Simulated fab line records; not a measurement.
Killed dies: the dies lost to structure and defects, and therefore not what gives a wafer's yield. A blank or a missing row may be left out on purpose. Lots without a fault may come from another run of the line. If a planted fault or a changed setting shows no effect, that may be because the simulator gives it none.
Which tool was responsible? ; flow berkeley_cmos170 ; 14 lots with 42 wafers sampled at 4 steps, on a route of 331 steps

== WHAT THE GAUGES READ, wafer by wafer ==
UCB170_ACTIVE_THK_MEAS_06.
lot;measured;on;ACTIVE_NITRIDE_THK (nm)
L206;day 5 00:44;film_metro-01;223.3 224.9 223.7
L209;day 5 05:08;film_metro-02;221.0 222.6 222.6
L211;day 5 16:12;film_metro-04;224.7 224.3 220.4
L210;day 5 16:16;film_metro-04;217.8 216.7 218.3
L215;day 6 02:36;film_metro-04;216.1 216.6 216.1
L212;day 6 02:37;film_metro-02;217.6 219.2 217.6
L216;day 6 21:42;film_metro-01;220.2 220.3 220.4
L217;day 6 21:43;film_metro-04;220.3 219.7 220.6
L219;day 7 11:10;film_metro-02;220.4 221.0 218.4
L218;day 7 11:11;film_metro-04;221.1 221.1 220.2
L220;day 7 17:57;film_metro-04;220.2 221.4 222.5
L222;day 8 10:20;film_metro-02;222.3 220.4 221.4
L224;day 8 21:51;film_metro-01;218.8 220.3 218.3
L228;day 9 06:15;film_metro-01;219.0 222.4 218.1

UCB170_V2_THK_MEAS_01.
lot;measured;on;V2_TEOS_THK (nm)
L206;day 9 09:02;film_metro-03;2006 2054 2041
L209;day 9 09:25;film_metro-02;2026 2014 2029
L211;day 9 09:40;film_metro-01;1974 1959 1993
L210;day 9 09:54;film_metro-01;1986 1963 2001
L215;day 10 05:40;film_metro-01;1995 1990 1977
L212;day 10 05:14;film_metro-02;2003 2009 2024
L216;day 11 00:52;film_metro-02;2014 2019 2003
L217;day 10 15:44;film_metro-01;1982 2002 2016
L219;day 11 09:07;film_metro-02;1997 2026 2006
L218;day 11 08:52;film_metro-01;1974 1984 2002
L220;day 11 10:02;film_metro-01;1956 1975 1991
L222;day 12 00:19;film_metro-02;2007 2028 2039
L224;day 12 14:17;film_metro-02;1725 1734 1735
L228;day 12 21:53;film_metro-03;1695 1742 1720

== TOOL THAT RAN EACH LOT (tool first, then ch and the chambers of the sampled wafers, then the start) ==
lot;UCB170_CONTACT_ETCH_17;UCB170_V2_CVD_00
L206;rie_diel-03 ch 0,2, day 8 16:21;pecvd-01 ch 0,1, day 9 08:52
L209;rie_diel-01 ch 0,1,3, day 8 15:43;pecvd-04 ch 0,2, day 9 09:14
L211;rie_diel-01 ch 0,3, day 8 19:42;pecvd-02 ch 0,1, day 9 09:30
L210;rie_diel-03 ch 0,3, day 8 21:05;pecvd-04 ch 0,2, day 9 09:45
L215;rie_diel-02 ch 0,1,3, day 9 18:11;pecvd-04 ch 0,1,2, day 10 05:31
L212;rie_diel-03 ch 2,3, day 9 17:35;pecvd-01 ch 1,2, day 10 05:04
L216;rie_diel-01 ch 1,2, day 10 12:12;pecvd-01 ch 0,1,2, day 11 00:41
L217;rie_diel-02 ch 0,1,2, day 10 05:11;pecvd-01 ch 1,2, day 10 15:34
L219;rie_diel-01 ch 0,1,3, day 10 22:22;pecvd-01 ch 0,1,2, day 11 08:56
L218;rie_diel-01 ch 1,2,3, day 10 19:42;pecvd-02 ch 0,1, day 11 08:42
L220;rie_diel-02 ch 0,2,3, day 10 22:39;pecvd-01 ch 1,2, day 11 09:53
L222;rie_diel-02 ch 0,1,3, day 11 13:12;pecvd-01 ch 0,2, day 12 00:05
L224;rie_diel-01 ch 2,3, day 12 01:40;pecvd-01 ch 0,1,2, day 12 14:10
L228;rie_diel-03 ch 0,1,3, day 12 10:27;pecvd-01 ch 0,2, day 12 21:43
- UCB170_CONTACT_ETCH_17: etches BARC in N2/H2.
- UCB170_V2_CVD_00: deposits SiO2 from TEOS/O2, target thk 2000 nm, time 250 s.

== WHAT THE TOOLS THEMSELVES READ (means of the sampled wafers that have a number; where no wafer has one, the mark that the record gives instead) ==
UCB170_CONTACT_ETCH_17.
lot;tool;drypump_motor_current_A (A);oes_product_au (a.u.);throttle_valve_pct (%)
L206;rie_diel-03;5.6;1.000;13.13
L209;rie_diel-01;5.7;0.997;13.36
L211;rie_diel-01;5.4;0.978;13.43
L210;rie_diel-03;6.0;0.999;13.26
L215;rie_diel-02;6.0;0.991;13.28
L212;rie_diel-03;6.1;1.002;13.20
L216;rie_diel-01;6.5;0.991;13.05
L217;rie_diel-02;5.9;0.994;13.24
L219;rie_diel-01;5.7;0.998;13.37
L218;rie_diel-01;6.3;1.008;13.19
L220;rie_diel-02;5.6;0.997;13.30
L222;rie_diel-02;6.0;0.992;13.28
L224;rie_diel-01;6.4;1.016;13.22
L228;rie_diel-03;6.0;1.006;13.21

UCB170_V2_CVD_00.
lot;tool;heater_power_w (W);rf_fwd_power_W (W)
L206;pecvd-01;233;549.2
L209;pecvd-04;247;549.0
L211;pecvd-02;288;548.3
L210;pecvd-04;273;548.4
L215;pecvd-04;301;549.0
L212;pecvd-01;220;548.6
L216;pecvd-01;242;548.2
L217;pecvd-01;247;547.0
L219;pecvd-01;227;548.9
L218;pecvd-02;257;546.6
L220;pecvd-01;220;547.7
L222;pecvd-01;230;546.6
L224;pecvd-01;325;329.5
L228;pecvd-01;336;327.7

== THE ANSWER, worked out from the rows above alone ==
Rule: what is usual is taken from the lots themselves. The widest of any qualifying gaps counts: lots, ordered by their means at a reading, are off when they make up no more than a third of the lots, leave a main group of 4 or more, and stand apart from it by 3 or more times the standard deviation of that group's means. A main group is skipped when, at the precision printed for the reading in the tables above, its means are all equal. A lot without any number at a reading at which 4 lots or more have one is off too. Any other lot the step has rows for is counted as sound. Order of review: gauges by route order, followed by the tools' own readings, for which a lot's mean as printed above is used. At the first step where some lot is off, the reading lying furthest off is the one used; lots without a number count as furthest.
Off: L224, L228, seen at UCB170_V2_THK_MEAS_01 (V2_TEOS_THK). For the main group the mean is 2002 nm and the standard deviation 19.
If a tool, at a process step before that reading, ran all the lots that are off and no sound lot after the first of them, it fits. The gauges at UCB170_V2_THK_MEAS_01 aren't tried: what is off there is off at UCB170_V2_CVD_00 too, on other tools, and a gauge's error can't cause that. One candidate fits, namely pecvd-01 at UCB170_V2_CVD_00. A fault onset in the window from L222 (day 12 00:05, its last sound lot) to L224 (day 12 14:10, its first lot off) fits.
The tool's own readings at UCB170_V2_CVD_00 bear it out: on the lots that are off they differ by more than 5 times the standard deviation of the sound lots' means. rf_fwd_power_W reads 328.6 W there against 548.1 W on the sound lots.

== WHAT THE SIMULATOR PUT IN ==
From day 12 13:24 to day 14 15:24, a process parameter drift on pecvd-01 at UCB170_V2_CVD_00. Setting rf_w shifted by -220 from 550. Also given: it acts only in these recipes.
Struck lots among those shown: L224, L228. The rule given above showed the same thing.
